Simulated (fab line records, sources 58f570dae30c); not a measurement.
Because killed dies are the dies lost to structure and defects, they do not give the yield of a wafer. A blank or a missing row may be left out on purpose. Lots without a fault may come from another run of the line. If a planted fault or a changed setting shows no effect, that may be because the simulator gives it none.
fab line records    flow berkeley-cmos170
record: lots: 5  wafers: 23
route steps=331 shown V1@268 V2@294 M3@319
start-h: start of the lot's first displayed wafer, in hours after the record's first day    wait-h: hours elapsed since this lot's preceding step    " repeats the value in the row above    L1.1+2: a row that stands for several wafers    - no value, or no start given    * or withheld: withheld    < > ~ a bound
route shown NAME@n: names a module that has steps shown in the file, with the first one's number in the route    usual: mean/standard deviation of fault-free wafers    same: alike in all rows    chamber/n: place in a boat    sites: per-site readings    _std_site: standard deviation across them    _edge_site: outer sites' mean less inner sites'    radius-mm: how far each site lies from the wafer's centre    mask NAME#n: copy n    behind: the last tool/chamber to shape the wafer    hold: what put the lot on hold/how long, in hours/how the hold closed    device: the n, p or np transistor that did not switch    end of line: tests run on the same wafers once the route is complete    a step without rows: its recipe alone    killed: count of dies lost to structure and defects at first sort (not the wafer's yield)    map: a wafer's dies, x killed, . not, _ none there
set.NAME: the setting the step ran with; set.NAME@STEP: the setting that earlier step ran with    model.NAME: the simulator's own value behind a step, which no gauge read
one table per step and one row per wafer, for lots whose settings were changed on purpose
== steps ==
step: UCB170_V1_ETCH_14
recipe: chemistry: CHF3/CF4/Ar  target: SiO2  stop-on: Al  CHF3_flow_sccm: 45  cf4-flow-sccm: 15  Ar_flow_sccm: 150  pressure-mtorr: 200  rf-w: 700  target-depth-a: 12500  over-etch-frac: 0.25  time-s: 291
usual: oes-product-au: 0.871/0.011
lot.wafer  tool         chamber  start-h  wait-h  set.time-s  set.peb-temp-c@V1_PEB_10  oes-product-au  model.KrF_of_V1_COAT_07.thk-nm  model.V1.cd-nm
L074.1     rie-diel-02  1        195.55   0.0     291         132.6                     0.892           613                             714.3
L074.3     "            3        "        "       291         130                       0.863           613.8                           698.7
L074.4     "            0        "        "       291         132.6                     0.854           620.6                           713.5
L074.5     "            3        "        "       291         130                       0.871           611.7                           698.4
L074.6     "            2        "        "       291         130                       0.856           610                             700.8
L077.2     rie-diel-04  1        212.80   0.0     253.7       133.4                     0.946           647.1                           715.5
L077.3     "            3        "        "       253.7       130                       0.954           646                             695.3
L077.4     "            2        "        "       291         130                       0.885           612.9                           695.8
L077.5     "            1        "        "       291         130                       0.868           606.7                           696.6
L077.6     "            2        "        "       253.7       133.4                     0.954           651.7                           713.8
L081.2     rie-diel-04  1        233.44   0.0     291         130                       0.874           606.5                           702.4
L081.3     "            0        "        "       268.5       128.3                     0.913           629.3                           689
L081.4     "            3        "        "       268.5       130                       0.919           626.4                           700.4
L081.5     "            3        "        "       268.5       128.3                     0.919           625.9                           687.5
L081.6     "            0        "        "       291         130                       0.875           611.6                           701.5
L084.1     rie-diel-03  0        242.75   0.0     291         130                       0.889           613.3                           700.6
L084.4     "            1        "        "       291         130                       0.869           617.4                           701.1
L084.5     "            3        "        "       291         130                       0.856           609.4                           700.4
L085.1     rie-diel-04  3        244.76   0.0     291         127.2                     0.893           605.2                           677.3
L085.3     "            2        "        "       314.7       127.2                     0.868           590.2                           678.6
L085.4     "            1        "        "       314.7       130                       0.867           584.9                           701.2
L085.5     "            0        "        "       314.7       127.2                     0.873           589                             679
L085.6     "            1        "        "       291         130                       0.879           609.7                           697.6
step: UCB170_V1_STRIP_15
recipe: chemistry: O2  power-w: 400  pressure-mtorr: 3500  platen-temp-c: withheld  o2-flow-sccm: 400  overash-fraction: 0.5
usual: strip-time-to-endpoint-s: 15.38/0.12
lot.wafer  tool             chamber  start-h  wait-h  set.time-s@V1_ETCH_14  strip-time-to-endpoint-s
L074.1     plasma-asher-04  1        195.72   0.1     291                    15.37
L074.3     "                0        "        "       291                    15.38
L074.4     "                1        "        "       291                    15.57
L074.5     "                1        "        "       291                    15.34
L074.6     "                0        "        "       291                    15.31
L077.2     plasma-asher-03  1        212.98   0.1     253.7                  16.13
L077.3     "                1        "        "       253.7                  16.10
L077.4     "                0        "        "       291                    15.39
L077.5     "                0        "        "       291                    15.24
L077.6     "                1        "        "       253.7                  16.21
L081.2     plasma-asher-04  1        233.62   0.1     291                    15.22
L081.3     "                1        "        "       268.5                  15.78
L081.4     "                0        "        "       268.5                  15.69
L081.5     "                1        "        "       268.5                  15.68
L081.6     "                0        "        "       291                    15.34
L084.1     plasma-asher-04  1        242.93   0.1     291                    15.39
L084.4     "                0        "        "       291                    15.48
L084.5     "                0        "        "       291                    15.30
L085.1     plasma-asher-04  0        244.94   0.1     291                    15.20
L085.3     "                1        "        "       314.7                  14.85
L085.4     "                0        "        "       314.7                  14.72
L085.5     "                1        "        "       314.7                  14.80
L085.6     "                0        "        "       291                    15.30
step: UCB170_V1_CD_MEAS_90
recipe: target-cd-nm: 700
usual: cd-nm: 698.8/1.8
lot.wafer  tool       chamber  start-h  wait-h  set.peb-temp-c@V1_PEB_10  cd-nm
L074.1     cd-sem-02  -        195.82   0.1     132.6                     714.2
L074.3     "          -        "        "       130                       698.7
L074.4     "          -        "        "       132.6                     713.5
L074.5     "          -        "        "       130                       698.2
L074.6     "          -        "        "       130                       700.8
L077.2     cd-sem-01  -        213.10   0.1     133.4                     715.5
L077.3     "          -        "        "       130                       695.2
L077.4     "          -        "        "       130                       695.7
L077.5     "          -        "        "       130                       696.7
L077.6     "          -        "        "       133.4                     713.6
L081.2     cd-sem-01  -        233.74   0.1     130                       702.7
L081.3     "          -        "        "       128.3                     689.1
L081.4     "          -        "        "       130                       700.4
L081.5     "          -        "        "       128.3                     687.3
L081.6     "          -        "        "       130                       701.5
L084.1     cd-sem-01  -        243.03   0.1     130                       700.7
L084.4     "          -        "        "       130                       701.3
L084.5     "          -        "        "       130                       700.5
L085.1     cd-sem-02  -        245.04   0.1     127.2                     677.2
L085.3     "          -        "        "       127.2                     679.0
L085.4     "          -        "        "       130                       701.2
L085.5     "          -        "        "       127.2                     678.9
L085.6     "          -        "        "       130                       697.5
step: UCB170_V2_CMP_02
recipe: material: SiO2  down-force-psi: 6  platen-rpm: 60  pad-velocity-m-s: 0.75398
lot.wafer  tool    chamber  start-h  wait-h  set.leave-above-ref-nm  model.SiO2_of_V2_CVD_00.thk-nm
L074.4     cmp-01  1        199.27   0.0     936                     936.7
L074.3     "       3        "        "       936                     935
L074.1     "       0        "        "       1000                    999.9
L074.5     "       1        "        "       1000                    1000
L074.6     "       2        "        "       1000                    1001
L077.2     cmp-01  1        217.35   0.0     977                     975.9
L077.3     "       2        "        "       1000                    999.3
L077.4     "       3        "        "       977                     974.4
L077.6     "       1        "        "       1000                    999.5
L077.5     "       2        "        "       977                     977.4
L081.2     cmp-01  0        238.02   0.0     938.4                   938.5
L081.4+6   "       1        "        "       1000                    1001
L081.3     "       3        "        "       1000                    999.6
L081.5     "       0        "        "       938.4                   938.2
L084.4     cmp-02  2        246.42   0.1     1000                    999.3
L084.1     "       3        "        "       1000                    1001
L084.5     "       1        "        "       1000                    1000
L085.1     cmp-01  0        248.00   0.1     1000                    1000
L085.3     "       2        "        "       1000                    1002
L085.4     "       3        "        "       1032                    1032
L085.5     "       0        "        "       1032                    1033
L085.6     "       1        "        "       1032                    1034
step: UCB170_V2_THK_MEAS_04
recipe: reads: SiO2_of_V2_CVD_00
usual: V2_POLISHED_THK: 999.9/1
lot.wafer  tool           chamber  start-h  wait-h  set.leave-above-ref-nm@V2_CMP_02  V2_POLISHED_THK[nm]
L074.1     film-metro-04  -        199.69   0.1     1000                              999.9
L074.3     "              -        "        "       936                               934.8
L074.4     "              -        "        "       936                               936.9
L074.5     "              -        "        "       1000                              1000.4
L074.6     "              -        "        "       1000                              1001.9
L077.2     film-metro-03  -        217.78   0.1     977                               976.5
L077.3     "              -        "        "       1000                              999.7
L077.4     "              -        "        "       977                               974.1
L077.5     "              -        "        "       977                               976.8
L077.6     "              -        "        "       1000                              999.3
L081.2     film-metro-04  -        238.45   0.1     938.4                             938.6
L081.3     "              -        "        "       1000                              999.7
L081.4     "              -        "        "       1000                              999.5
L081.5     "              -        "        "       938.4                             937.7
L081.6     "              -        "        "       1000                              1001.6
L084.1     film-metro-03  -        246.79   0.1     1000                              1000.8
L084.4     "              -        "        "       1000                              999.7
L084.5     "              -        "        "       1000                              999.4
L085.1     film-metro-03  -        248.42   0.1     1000                              1000.3
L085.3     "              -        "        "       1000                              1001.7
L085.4     "              -        "        "       1032                              1031.0
L085.5     "              -        "        "       1032                              1032.9
L085.6     "              -        "        "       1032                              1034.0
step: UCB170_V2_ETCH_14
recipe: chemistry: CHF3/CF4/Ar  target: SiO2  stop-on: Al  CHF3_flow_sccm: 45  cf4-flow-sccm: 15  Ar_flow_sccm: 150  pressure-mtorr: 200  rf-w: 700  target-depth-a: 12500  over-etch-frac: 0.25  time-s: 291
lot.wafer  tool         chamber  start-h  wait-h  set.rf-w  set.leave-above-ref-nm@V2_CMP_02  model.V2.feature-depth-nm  model.etch.depth-nm  model.KrF_of_V2_COAT_07.thk-nm
L074.1     rie-diel-04  3        201.10   0.0     700       1000                              1000                       999.9                612.8
L074.3     "            0        "        "       700       936                               935.1                      935                  615.8
L074.4     "            2        "        "       700       936                               936.7                      936.7                618
L074.5     "            3        "        "       700       1000                              1001                       1000                 611
L074.6     "            2        "        "       700       1000                              1001                       1001                 615.2
L077.2     rie-diel-02  0        221.21   0.0     646.3     977                               975.9                      975.9                628.2
L077.3     "            2        "        "       700       1000                              999.3                      999.3                609.9
L077.4     "            1        "        "       700       977                               974.4                      974.4                610.9
L077.5     "            1        "        "       700       977                               977.4                      977.4                613.6
L077.6     "            0        "        "       646.3     1000                              999.5                      999.5                629.7
L081.2     rie-diel-02  2        239.92   0.0     631.8     938.4                             938.5                      938.5                622.1
L081.3     "            0        "        "       631.8     1000                              999.6                      999.6                633.8
L081.4     "            2        "        "       700       1000                              1001                       1001                 609.9
L081.5     "            3        "        "       700       938.4                             938.2                      938.2                609.1
L081.6     "            0        "        "       631.8     1000                              1001                       1001                 633.4
L084.1     rie-diel-04  2        248.04   0.0     700       1000                              1001                       1001                 617.4
L084.4     "            3        "        "       700       1000                              999.7                      999.3                609.6
L084.5     "            3        "        "       700       1000                              1001                       1000                 612.1
L085.1     rie-diel-01  3        250.77   0.0     700       1000                              1000                       1000                 616
L085.3     "            2        "        "       668.4     1000                              1002                       1002                 621.6
L085.4     "            0        "        "       668.4     1032                              1032                       1032                 614.5
L085.5     "            2        "        "       700       1032                              1033                       1033                 618
L085.6     "            1        "        "       668.4     1032                              1034                       1034                 621.9
step: UCB170_V2_STRIP_15
recipe: chemistry: O2  power-w: 400  pressure-mtorr: 3500  platen-temp-c: withheld  o2-flow-sccm: 400  overash-fraction: 0.5
usual: strip-time-to-endpoint-s: 15.38/0.1
lot.wafer  tool             chamber  start-h  wait-h  set.rf-w@V2_ETCH_14  strip-time-to-endpoint-s
L074.1     plasma-asher-03  1        201.28   0.1     700                  15.38
L074.3     "                1        "        "       700                  15.43
L074.4     "                0        "        "       700                  15.49
L074.5     "                0        "        "       700                  15.31
L074.6     "                1        "        "       700                  15.42
L077.2     plasma-asher-04  0        221.39   0.1     646.3                15.74
L077.3     "                0        "        "       700                  15.29
L077.4     "                1        "        "       700                  15.33
L077.5     "                1        "        "       700                  15.39
L077.6     "                0        "        "       646.3                15.77
L081.2     plasma-asher-02  0        240.10   0.1     631.8                15.59
L081.3     "                1        "        "       631.8                15.87
L081.4     "                0        "        "       700                  15.31
L081.5     "                1        "        "       700                  15.27
L081.6     "                0        "        "       631.8                15.87
L084.1     plasma-asher-02  0        248.22   0.1     700                  15.49
L084.4     "                1        "        "       700                  15.31
L084.5     "                0        "        "       700                  15.35
L085.1     plasma-asher-04  1        250.98   0.1     700                  15.45
L085.3     "                0        "        "       668.4                15.58
L085.4     "                1        "        "       668.4                15.42
L085.5     "                0        "        "       700                  15.50
L085.6     "                1        "        "       668.4                15.59
step: UCB170_M3_COAT_10
recipe: resist: KrF  spin-rpm: 1500  resist-thk-nm: 900
lot.wafer  tool            chamber  start-h  wait-h  set.resist-thk-nm  model.KrF_of_M3_COAT_10.thk-nm
L074.1     litho-track-02  0        -        -       948.1              950.3
L074.3     "               0        "        "       900                900.9
L074.4     "               0        "        "       948.1              951.1
L074.5     "               0        "        "       948.1              951.3
L074.6     "               0        "        "       900                901.9
L077.2     litho-track-04  0        -        -       932.2              932.1
L077.3     "               0        "        "       900                901.1
L077.4     "               0        "        "       900                902.7
L077.5     "               0        "        "       932.2              932
L077.6     "               0        "        "       932.2              935.3
L081.2     litho-track-04  0        -        -       900                902.2
L081.3     "               0        "        "       900                902
L081.4     "               0        "        "       900                899.9
L081.5     "               0        "        "       900                898.7
L081.6     "               0        "        "       900                900.5
L084.1     litho-track-04  0        -        -       900                902.3
L084.4     "               0        "        "       900                902.2
L084.5     "               0        "        "       900                901.9
L085.1     litho-track-04  0        -        -       900                903.2
L085.3     "               0        "        "       884.4              890.1
L085.4     "               0        "        "       884.4              887.3
L085.5     "               0        "        "       900                903.7
L085.6     "               0        "        "       900                903.3
== key ==
split: step: UCB170_V1_ETCH_14  setting: time-s  stated: 291  by: wafer
response: step: UCB170_V1_ETCH_14  reading: oes-product-au  change: -0.00489  per: 1%  r: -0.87
response: step: UCB170_V1_ETCH_14  reading: model.KrF_of_V1_COAT_07.thk-nm  change: -2.73  per: 1%  r: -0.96
response: step: UCB170_V1_STRIP_15  reading: strip-time-to-endpoint-s  change: *  per: 1%  r: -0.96
split: step: UCB170_V2_CMP_02  setting: leave-above-ref-nm  stated: 1000  by: wafer
response: step: UCB170_V2_CMP_02  reading: model.SiO2_of_V2_CVD_00.thk-nm  change: +10.1  per: 1%  r: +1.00
response: step: UCB170_V2_THK_MEAS_04  reading: V2_POLISHED_THK  change: +10.1  per: 1%  r: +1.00
response: step: UCB170_V2_ETCH_14  reading: model.V2.feature-depth-nm  change: +10.1  per: 1%  r: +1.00
response: step: UCB170_V2_ETCH_14  reading: model.etch.depth-nm  change: +10.1  per: 1%  r: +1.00
split: step: UCB170_V2_ETCH_14  setting: rf-w  stated: 700  by: wafer
response: step: UCB170_V2_ETCH_14  reading: model.KrF_of_V2_COAT_07.thk-nm  change: -1.96  per: 1%  r: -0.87
response: step: UCB170_V2_STRIP_15  reading: strip-time-to-endpoint-s  change: *  per: 1%  r: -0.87
split: step: UCB170_M3_COAT_10  setting: resist-thk-nm  stated: 900  by: wafer
response: step: UCB170_M3_COAT_10  reading: model.KrF_of_M3_COAT_10.thk-nm  change: +9.05  per: 1%  r: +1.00
split outside-this-file step=UCB170_V1_PEB_10 setting=peb-temp-c
split outside-this-file: this setting was split too, and the file shows its column; the key of that split is in another file
